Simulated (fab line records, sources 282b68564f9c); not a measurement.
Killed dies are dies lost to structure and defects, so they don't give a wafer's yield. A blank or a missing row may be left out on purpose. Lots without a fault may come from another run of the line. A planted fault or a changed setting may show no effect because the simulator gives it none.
fab line records | flow rit_cmos
record lots=6 wafers=18 last_day=7
route steps=202 shown PLDD@118 SPACER@125 NSD@131 M1@202
lots that met no fault: from a run of the same line without faults
start_h: hours from the record's first day to the start of the lot's first wafer shown | wait_h: hours since the lot's step before | " the same as in the row above | L1.1+2: a row that stands for several wafers | - no value, or no start given | * or withheld: withheld | < > ~ a bound
route shown NAME@n: a module of which the file shows steps, and the number in the route of the first | usual: mean/standard deviation of fault-free wafers | same: alike in all rows | chamber/n: place in a boat | sites: the reading at each site | _std_site: their standard deviation | _edge_site: outer sites' mean less inner sites' | radius_mm: how far each site lies from the wafer's centre | mask NAME#n: copy n | behind: the tool/chamber that last shaped the wafer | hold: why the lot was held/for how many hours/how that ended | device: the transistor (n, p or np) that didn't switch | end of line: the same wafers' tests at the end of the route | a step without rows: its recipe alone | killed: dies lost to structure and defects at the first sort, not the wafer's yield | map: a wafer's dies, x killed, . not, _ none there
set.NAME: the setting as run; set.NAME@STEP: as run at that earlier step | model.NAME: the simulator's own value behind a step, which no gauge read
lots at some steps of the route; a table a step, a row a wafer
services: from which hour (start_h, from the record's first day; less than 0 if before it) a tool's chamber was out of use, for how many hours, and why
## steps
# step RIT_PLDD_PEB_04
# recipe resist=NOVOLAK temp_c=withheld time_s=withheld
# step RIT_PLDD_DEVELOP_05
# recipe resist=NOVOLAK develop_time_s=50 dev_temp_c=23
# step RIT_PLDD_OVL_MEAS_06
# usual PLDD_OVL=0.1/1.3
# columns lot.wafer tool chamber start_h wait_h PLDD_OVL[nm]
L189.2 overlay-01 - 65.74 - -1.2
L189.3 " - " " -0.3
L189.6 " - " " -0.5
L194.3 overlay-02 - 92.72 - 1.9
L194.5 " - " " -0.3
L194.6 " - " " 2.8
L195.1 overlay-02 - 95.53 - 0.9
L195.5 " - " " -2.4
L195.6 " - " " 0.8
L199.2 overlay-02 - 118.41 - -1.8
L199.3 " - " " -1.0
L199.5 " - " " 1.1
L202.2 overlay-02 - 134.08 - -1.7
L202.3 " - " " -0.8
L202.5 " - " " -0.4
L208.1 overlay-01 - 163.52 - 0.5
L208.3 " - " " 0.3
L208.4 " - " " 1.3
# step RIT_PLDD_HARDBAKE_07
# recipe resist=NOVOLAK temp_c=140 time_s=60
# step RIT_PLDD_IMPLANT_08
# recipe species=BF2 energy_kev=19.62 dose_cm2=9e+14 tilt_deg=7
# step RIT_PLDD_STRIP_09
# recipe chemistry=O2 time_s=180 resist=NOVOLAK platen_temp_c=withheld power_w=500 pressure_mtorr=4000 o2_flow_sccm=4000
# usual drypump_motor_current_A=6.0/0.35
# columns lot.wafer tool chamber start_h wait_h drypump_motor_current_A rf_hours_counter_h
L189.2 plasma_asher-03 1 66.07 0.1 5.7 44
L189.3 " 0 " " 6.4 -
L189.6 " 0 " " 6.4 -
L194.3 plasma_asher-01 0 93.25 0.1 5.8 -
L194.5 " 0 " " 5.8 -
L194.6 " 1 " " 6.4 -
L195.1 plasma_asher-03 0 95.86 0.1 6.4 47
L195.5 " 0 " " 6.4 -
L195.6 " 1 " " 5.7 -
L199.2 plasma_asher-01 1 118.74 0.1 6.4 45
L199.3 " 1 " " 6.4 -
L199.5 " 0 " " 5.8 -
L202.2 plasma_asher-04 1 134.41 0.1 6.4 2
L202.3 " 1 " " 6.4 -
L202.5 " 1 " " 6.4 -
L208.1 plasma_asher-03 1 163.86 0.1 5.7 54
L208.3 " 0 " " 6.4 -
L208.4 " 1 " " 5.7 -
# step RIT_PLDD_TW_MEAS_10
# usual PLDD_TW=2326/20
# columns lot.wafer tool chamber start_h wait_h PLDD_TW
L189.2 film_metro-01 - 66.26 0.1 2319
L189.3 " - " " 2303
L189.6 " - " " 2301
L194.3 film_metro-01 - 93.38 0.1 2314
L194.5 " - " " 2314
L194.6 " - " " 2310
L195.1 film_metro-01 - 96.04 0.1 2303
L195.5 " - " " 2299
L195.6 " - " " 2312
L199.2 film_metro-03 - 118.92 0.1 2343
L199.3 " - " " 2341
L199.5 " - " " 2337
L202.2 film_metro-01 - 134.59 0.1 2314
L202.3 " - " " 2317
L202.5 " - " " 2315
L208.1 film_metro-01 - 164.03 0.1 2314
L208.3 " - " " 2312
L208.4 " - " " 2302
# step RIT_SPACER_CLEAN_00
# recipe chemistry=SC1 mix=3:3:50 time_s=600 temp_c=75
# step RIT_SPACER_CLEAN_01
# recipe chemistry=dHF dilution=50:1 time_s=30
# step RIT_SPACER_CLEAN_02
# recipe chemistry=SC2 mix=3:3:50 time_s=600 temp_c=75 dry=n2_spin
# step RIT_SPACER_CVD_03
# recipe material=Si3N4 target_thk_nm=250 temp_c=810 precursor=SiH2Cl2/NH3 time_s=3300 pressure_mtorr=300 sih2cl2_flow_sccm=60 nh3_flow_sccm=150
# step RIT_SPACER_THK_MEAS_04
# recipe reads=Si3N4_of_SPACER_CVD_03
# usual SPACER_NITRIDE_THK=249.8/2.6
# columns lot.wafer tool chamber start_h wait_h SPACER_NITRIDE_THK[nm]
L189.2 film_metro-02 - 68.60 0.0 250.1
L189.3 " - " " 250.1
L189.6 " - " " 248.9
L194.3 film_metro-03 - 95.73 0.0 245.5
L194.5 " - " " 247.5
L194.6 " - " " 245.9
L195.1 film_metro-01 - 98.38 0.0 251.9
L195.5 " - " " 251.4
L195.6 " - " " 249.9
L199.2 film_metro-02 - 121.79 0.0 245.8
L199.3 " - " " 247.2
L199.5 " - " " 249.1
L202.2 film_metro-02 - 136.95 0.0 252.9
L202.3 " - " " 252.6
L202.5 " - " " 251.6
L208.1 film_metro-02 - 166.57 0.0 251.7
L208.3 " - " " 252.0
L208.4 " - " " 249.6
# step RIT_SPACER_ETCHBACK_05
# recipe target_depth_a=2500 SF6_flow_sccm=30 CHF3_flow_sccm=30 target=Si3N4 chemistry=SF6/CHF3 pressure_mtorr=40 rf_w=250 time_s=240 stop_on=SiO2
# usual drypump_motor_current_A=5.9/0.42 oes_product_au=0.843/0.017 run_length_s=268.4/0.48 throttle_valve_pct=10.25/0.13
# columns lot.wafer tool chamber start_h wait_h drypump_motor_current_A oes_product_au rf_hours_counter_h run_length_s throttle_valve_pct model.etch.depth_nm model.poly-Si_of_GATE_CVD_08.thk_nm model.Si3N4_of_SPACER_CVD_03.thk_nm
L189.2 rie_diel-04 3 68.65 0.0 5.8 0.828 29 268.2 10.31 250.1 171.5 197.9
L189.3 " 1 " " 6.2 0.858 71 268.6 10.20 250 167.6 196
L189.6 " 1 " " 6.3 0.849 - 268.6 10.19 248.8 172 194.9
L194.3 rie_diel-04 3 95.77 0.0 5.7 0.820 29 268.2 10.31 245.4 171.4 194.2
L194.5 " 2 " " 6.3 0.984 - 172.3 10.16 187 193.5 215.5
L194.6 " 1 " " 6.2 0.844 - 268.2 10.19 246.1 168.2 193.5
L195.1 rie_diel-01 2 98.44 0.1 6.1 0.842 68 268.2 10.16 251.8 166.2 199.2
L195.5 " 2 " " 6.2 0.841 - 267.8 10.18 251.1 170.4 198.5
L195.6 " 1 " " 5.0 0.835 - 268.4 10.31 249.9 167.9 196
L199.2 rie_diel-04 0 121.84 0.0 6.2 0.859 131 267.9 10.26 245.9 161.6 192
L199.3 " 2 " " 6.3 0.984 136 172.8 10.16 188.4 191.2 215.2
L199.5 " 0 " " 6.2 0.875 - 268.7 10.23 249 163.7 194.5
L202.2 rie_diel-01 3 137.00 0.0 6.0 0.880 0 268.8 10.60 253 165.8 198.1
L202.3 " 1 " " 5.0 0.843 8 267.8 10.32 252.5 166.2 198.4
L202.5 " 0 " " 5.7 0.845 - 268.7 10.18 251.8 161.6 195.6
L208.1 rie_diel-03 2 166.63 0.1 5.8 0.846 131 269.1 10.30 251.7 163.9 196
L208.3 " 1 " " 6.0 0.832 11 268.9 10.22 251.9 165.9 197.5
L208.4 " 0 " " 5.6 0.867 7 267.7 10.15 249.8 166 194.3
# step RIT_NSD_HMDS_00
# recipe prime_time_s=60 prime_temp_c=140
# step RIT_M1_PROBE_99
# usual killed_at_contacts=0.1/0.25 killed_at_front_end=6.3/2.9 killed_dies=6.4/2.8 killed_on_rim=1.7/1.4 killed_open=3.3/2 killed_short=3.1/2
# same gross_dies=264 killed_at_M0_to_M3=0 killed_at_M4_up=0 killed_at_back_side=0 killed_at_other=0
# columns lot.wafer tool chamber start_h wait_h hold killed_at_contacts killed_at_front_end killed_dies killed_on_rim killed_open killed_short
L189.2 prober-01 - 80.01 0.1 - 0 5 5 1 1 4
L189.3 prober-01 - 80.06 0.2 - 0 13 13 6 7 6
L189.6 prober-01 - 80.21 0.2 - 0 5 5 2 3 2
L194.3 prober-02 - 107.32 0.2 await_dispo/2.9h/release 0 5 5 0 1 4
L194.5 prober-02 - 107.42 0.2 await_dispo/2.9h/release 0 264 264 70 2 3
L194.6 prober-02 - 107.47 0.2 await_dispo/2.9h/release 0 5 5 2 2 3
L195.1 prober-02 - 109.89 0.1 - 0 8 8 3 6 2
L195.5 prober-02 - 110.09 0.2 - 0 3 3 0 3 0
L195.6 prober-02 - 110.14 0.2 - 1 5 6 2 3 3
L199.2 prober-02 - 132.81 0.1 await_dispo/3.4h/release 0 7 7 2 5 2
L199.3 prober-02 - 132.86 0.2 await_dispo/3.4h/release 0 264 264 70 1 0
L199.5 prober-02 - 132.96 0.2 await_dispo/3.4h/release 0 12 12 2 8 4
L202.2 prober-01 - 148.02 0.1 - 0 0 0 0 0 0
L202.3 prober-01 - 148.07 0.2 - 0 5 5 1 3 2
L202.5 prober-01 - 148.17 0.2 - 0 8 8 3 3 5
L208.1 prober-01 - 177.79 0.1 - 0 11 11 3 4 7
L208.3 prober-01 - 177.89 0.2 - 0 5 5 4 4 1
L208.4 prober-01 - 177.94 0.2 - 0 8 8 1 5 3
# killed by level:class
L189.2 GATE:geometric_particle:short=2 FOX1:geometric_particle:short=1 FOX2:geometric_particle:short=1 GATE:geometric_particle:open=1
L189.3 GATE:geometric_particle:open=5 GATE:geometric_particle:short=4 SPACER:geometric_particle:short=2 FOX1:geometric_particle:open=1 FOX2:geometric_particle:open=1
L189.6 FOX1:geometric_particle:open=1 GATE:geometric_particle:short=1 GATE:geometric_particle:open=1 SPACER:geometric_particle:open=1 SILICIDE:geometric_particle:short=1
L194.3 FOX1:geometric_particle:short=1 REOX:geometric_particle:open=1 GATE:geometric_particle:short=1 SPACER:geometric_particle:short=1 SILICIDE:geometric_particle:short=1
L194.5 SPACER:area_etchback=259 FOX2:geometric_particle:short=1 GATE:geometric_particle:short=1 GATE:geometric_particle:open=1 SPACER:geometric_particle:short=1 SPACER:geometric_particle:open=1
L194.6 GATE:geometric_particle:open=2 GATE:geometric_particle:short=1 SPACER:geometric_particle:short=1 SILICIDE:geometric_particle:short=1
L195.1 GATE:geometric_particle:open=2 SPACER:geometric_particle:open=2 FOX1:geometric_particle:open=1 FOX2:geometric_particle:open=1 GATE:geometric_particle:short=1 SPACER:geometric_particle:short=1
L195.5 GATE:geometric_particle:open=3
L195.6 FOX1:geometric_particle:short=1 GATE:geometric_particle:short=1 GATE:geometric_particle:open=1 SPACER:geometric_particle:open=1 SPACER:geometric_particle:short=1 CONTACT:geometric_particle:open=1
L199.2 GATE:geometric_particle:open=3 FOX1:geometric_particle:open=1 FOX1:geometric_particle:short=1 FOX2:geometric_particle:short=1 SILICIDE:geometric_particle:open=1
L199.3 SPACER:area_etchback=263 FOX1:geometric_particle:open=1
L199.5 GATE:geometric_particle:short=3 GATE:geometric_particle:open=3 FOX2:geometric_particle:open=2 FOX1:geometric_particle:open=1 FOX1:geometric_particle:short=1 REOX:geometric_particle:open=1 SILICIDE:geometric_particle:open=1
L202.3 SPACER:geometric_particle:open=2 FOX1:geometric_particle:open=1 GATE:geometric_particle:short=1 SPACER:geometric_particle:short=1
L202.5 SPACER:geometric_particle:short=2 FOX2:geometric_particle:open=1 FOX2:geometric_particle:short=1 GATE:geometric_particle:open=1 GATE:geometric_particle:short=1 REOX:geometric_particle:short=1 SPACER:geometric_particle:open=1
L208.1 GATE:geometric_particle:short=3 SPACER:geometric_particle:short=3 GATE:geometric_particle:open=2 FOX1:geometric_particle:short=1 REOX:geometric_particle:open=1 SILICIDE:geometric_particle:open=1
L208.3 GATE:geometric_particle:open=3 SPACER:geometric_particle:open=1 SILICIDE:geometric_particle:short=1
L208.4 FOX2:geometric_particle:open=2 SILICIDE:geometric_particle:open=2 FOX1:geometric_particle:short=1 FOX2:geometric_particle:short=1 GATE:geometric_particle:open=1 GATE:geometric_particle:short=1
# map L194.5 (x killed, . not)
________xxxxxxx_______
_____xxxxxxxxxxxxx____
____xxxxxxxxxxxxxxx___
___xxxxxxxxxxxxxxxxx__
__xxxxxxxxxxxxxxxxxxx_
__xxxxxxxxxxxxxxxxxxx_
_xxxxxxxxxxxxxxxxxxxxx
_xxxxxxxxxxxxxxxxxxxxx
_xxxxxxxxxxxxxxxxxxxxx
_xxxxxxxxxxxxxxxxxxxxx
__xxxxxxxxxxxxxxxxxxx_
__xxxxxxxxxxxxxxxxxxx_
___xxxxxxxxxxxxxxxxx__
____xxxxxxxxxxxxxxx___
_____xxxxxxxxxxxxx____
________xxxxxxx_______
# map L199.3 (x killed, . not)
________xxxxxxx_______
_____xxxxxxxxxxxxx____
____xxxxxxxxxxxxxxx___
___xxxxxxxxxxxxxxxxx__
__xxxxxxxxxxxxxxxxxxx_
__xxxxxxxxxxxxxxxxxxx_
_xxxxxxxxxxxxxxxxxxxxx
_xxxxxxxxxxxxxxxxxxxxx
_xxxxxxxxxxxxxxxxxxxxx
_xxxxxxxxxxxxxxxxxxxxx
__xxxxxxxxxxxxxxxxxxx_
__xxxxxxxxxxxxxxxxxxx_
___xxxxxxxxxxxxxxxxx__
____xxxxxxxxxxxxxxx___
_____xxxxxxxxxxxxx____
________xxxxxxx_______
## services
# columns tool chamber start_h hours kind
rie_diel-03 3 55.04 15.0 repair
plasma_asher-03 - 59.40 2.3 repair
rie_diel-04 - 65.34 1.1 repair
rie_diel-03 1 81.72 18.8 repair
rie_diel-01 0 92.90 - clean
rie_diel-01 0 92.90 15.9 scheduled_down
rie_diel-01 0 92.90 15.9 vent_cycle
rie_diel-03 - 97.19 2.8 pm
rie_diel-03 2 107.50 12.0 repair
plasma_asher-04 - 108.75 9.0 pm
plasma_asher-04 0 108.75 9.0 vent_cycle
plasma_asher-04 1 108.75 9.0 vent_cycle
rie_diel-01 3 108.78 - clean
rie_diel-01 3 108.78 17.9 scheduled_down
rie_diel-01 3 108.78 17.9 vent_cycle
rie_diel-01 - 110.22 0.2 repair
plasma_asher-04 0 117.75 - clean
plasma_asher-04 1 117.75 - clean
rie_diel-04 1 164.75 4.5 repair
## key
first_sign step=RIT_SPACER_ETCHBACK_05 reading=run_length_s direction=down sigmas=99+ usual=* struck=*
effect step=RIT_SPACER_ETCHBACK_05 reading=oes_product_au direction=up sigmas=8.4 usual=0.843 struck=0.984
effect step=RIT_M1_PROBE_99 reading=killed_dies direction=up sigmas=91 usual=6.4 struck=264
model_effect step=RIT_SPACER_ETCHBACK_05 value=etch.depth_nm without=247.4 struck=187.7
more_kills_born_at RIT_SPACER_ETCHBACK_05@rie_diel-04=522
met_at RIT_SPACER_ETCHBACK_05
struck_wafers L194.5,L199.3
later_rows_left_out L194.5,L199.3
tester_left_out L194,L199
fault kind=process_parameter_drift tool=rie_diel-04 chamber=2 onset_h=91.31 steps=RIT_SPACER_ETCHBACK_05 channel=time_s offset=* shape=step end_h=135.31 acts_in=* stated=*
# tester_left_out: of these lots the tester's yield and bins aren't shown, on N5 and GAA mostly nor the transistor test; their killed dies are dies lost to structure and defects alone, not to doping, threshold or leakage, so they don't give the yield
# later_rows_left_out: the simulator's readings of these wafers behind a module that went badly wrong aren't trusted and aren't shown, but for the sort
